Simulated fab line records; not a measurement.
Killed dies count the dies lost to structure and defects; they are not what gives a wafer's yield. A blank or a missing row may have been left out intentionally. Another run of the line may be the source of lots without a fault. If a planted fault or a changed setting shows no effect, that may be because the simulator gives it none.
What tool caused it? -- flow berkeley-cmos170 -- 15 lots, 45 wafers sampled, at 4 steps of a route of 331

WHAT EACH GAUGE READ, for each wafer
UCB170_ACTIVE_CD_MEAS_90: target cd 1200 nm. Usual: cd-nm at 1200.0 nm, with a standard deviation of 1.6.
lot,measured,on,cd-nm (nm),flag
L690,day 4 13:08,cd-sem-01,1201.9 1200.7 1201.4,
L692,day 5 02:07,cd-sem-02,1198.7 1197.0 1196.8,
L693,day 5 12:19,cd-sem-01,1199.7 1198.3 1200.8,
L694,day 5 12:28,cd-sem-02,1198.0 1196.6 1194.2,
L695,day 5 19:49,cd-sem-01,1200.4 1200.2 1199.8,
L700,day 6 07:05,cd-sem-02,1200.7 1199.3 1200.7,
L701,day 6 15:47,cd-sem-01,1200.8 1200.9 1199.9,
L702,day 6 16:52,cd-sem-01,1200.1 1200.1 1200.3,
L704,day 7 09:19,cd-sem-01,1201.4 1202.3 1202.0,
L703,day 7 09:37,cd-sem-01,1198.6 1198.2 1199.0,
L705,day 7 20:59,cd-sem-01,1199.0 1200.5 1200.3,
L706,day 8 01:26,cd-sem-01,1199.8 1199.3 1201.3,
L707,day 8 02:01,cd-sem-01,1200.0 1199.7 1199.9,
L708,day 8 08:02,cd-sem-01,1199.8 1198.6 1200.0,
L711,day 9 22:14,cd-sem-01,1202.1 1200.8 1200.9,

UCB170_SDANNEAL_RS_MEAS_05: a four-point-probe measurement. Usual: NLDD_RS typically reads 616.3 ohm/sq, with standard deviation 1.5.
lot,measured,on,NLDD_RS (ohm/sq),flag
L690,day 7 12:38,film-metro-04,615.3 615.4 614.1,
L692,day 8 05:56,film-metro-01,615.0 615.9 616.9,
L693,day 8 15:34,film-metro-02,616.8 616.7 617.7,
L694,day 8 15:55,film-metro-01,615.9 615.4 616.2,
L695,day 8 22:35,film-metro-01,616.3 616.1 615.3,
L700,day 9 11:47,film-metro-02,615.0 616.1 615.7,
L701,day 10 02:18,film-metro-02,619.4 617.6 620.2,
L705,day 11 11:40,film-metro-02,614.9 616.2 614.7,
L706,day 11 11:29,film-metro-01,617.3 619.4 616.1,
L707,day 11 12:05,film-metro-01,614.7 616.0 615.1,
L708,day 11 12:49,film-metro-01,615.5 614.9 615.3,
L711,day 13 02:27,film-metro-01,618.0 616.2 614.6,

UCB170_M2_RS_MEAS_02: a four-point-probe measurement. Usual: M2_AL_RS typically reads 0.0323 ohm/sq, with standard deviation 0.00037.
lot,measured,on,M2_AL_RS (ohm/sq),flag
L690,day 8 01:55,film-metro-03,0.0319 0.0319 0.0318,
L692,day 8 21:23,film-metro-01,0.0319 0.0322 0.0322,
L693,day 9 06:44,film-metro-01,0.0327 0.0323 0.0325,
L694,day 9 08:31,film-metro-03,0.0323 0.0329 0.0330,
L695,day 9 13:09,film-metro-01,0.0327 0.0326 0.0321,
L700,day 10 02:05,film-metro-03,0.0322 0.0323 0.0324,
L701,day 10 12:41,film-metro-01,0.0318 0.0318 0.0318,
L705,day 11 23:57,film-metro-01,0.0322 0.0321 0.0320,
L706,day 11 22:43,film-metro-03,0.0323 0.0324 0.0325,
L707,day 12 01:17,film-metro-04,0.0322 0.0325 0.0323,
L708,day 12 01:39,film-metro-01,0.0322 0.0323 0.0322,
L711,day 13 18:46,film-metro-01,0.0321 0.0322 0.0322,

WHAT TOOL EACH LOT RAN ON (gives the tool, then ch and the chambers of the sampled wafers, and finally the start)
lot,UCB170_GATE_DEVELOP_11
L690,"litho-track-02 ch 0, day 6 16:00"
L692,"litho-track-03 ch 0, day 7 11:00"
L693,"litho-track-02 ch 0, day 7 21:00"
L694,"litho-track-03 ch 0, day 7 22:00"
L695,"litho-track-02 ch 0, day 8 04:00"
L700,"litho-track-02 ch 0, day 8 11:00"
L701,"litho-track-02 ch 0, day 9 06:00"
L702,"litho-track-03, day 9 07:00"
L704,"litho-track-02, day 10 04:00"
L703,"litho-track-02, day 10 03:00"
L705,"litho-track-03 ch 0, day 10 18:00"
L706,"litho-track-03 ch 0, day 10 17:00"
L707,"litho-track-04 ch 0, day 10 18:00"
L708,"litho-track-02 ch 0, day 10 18:00"
L711,"litho-track-02 ch 0, day 12 05:00"
- UCB170_GATE_DEVELOP_11: develop time 45 s.

AS READ BY THE TOOLS THEMSELVES (means over the sampled wafers that have a number; for cases with no such wafer, the mark the record gives instead)
UCB170_GATE_DEVELOP_11. Usual: chill-plate-temp-C at 22.99 C, with a standard deviation of 0.11.
lot,tool,chill-plate-temp-C (C),flag
L690,litho-track-02,23.03,
L692,litho-track-03,22.99,
L693,litho-track-02,22.84,
L694,litho-track-03,23.01,
L695,litho-track-02,22.83,
L700,litho-track-02,23.10,
L701,litho-track-02,22.93,
L702,litho-track-03,-,OFF
L704,litho-track-02,-,OFF
L703,litho-track-02,-,OFF
L705,litho-track-03,22.99,
L706,litho-track-03,22.97,
L707,litho-track-04,22.98,
L708,litho-track-02,23.03,
L711,litho-track-02,23.08,

THE ANSWER, worked out from the rows above alone
Rule: a lot is off if the mean of its wafers that have a number lies more than 3 standard deviations from the usual mean. Also off: a lot with no number at a reading for which 4 or more lots have one. Where the step has rows for the other lots, those lots are counted as sound. First the gauges in route order, then the tools' own readings, where a lot's mean is used as printed above. At the first step where some lot is off, the reading lying furthest off is the one used; lots without a number count as furthest.
Off at UCB170_GATE_DEVELOP_11 (chill-plate-temp-C): L702, L704, L703. Without a number there: L702, L704, L703.
If a tool, at that step or one of the process steps before it, ran each lot that is off and ran no sound lot following the first of them, it fits. No candidate that was tried fits.

WHAT THE SIMULATOR HAD INSERTED
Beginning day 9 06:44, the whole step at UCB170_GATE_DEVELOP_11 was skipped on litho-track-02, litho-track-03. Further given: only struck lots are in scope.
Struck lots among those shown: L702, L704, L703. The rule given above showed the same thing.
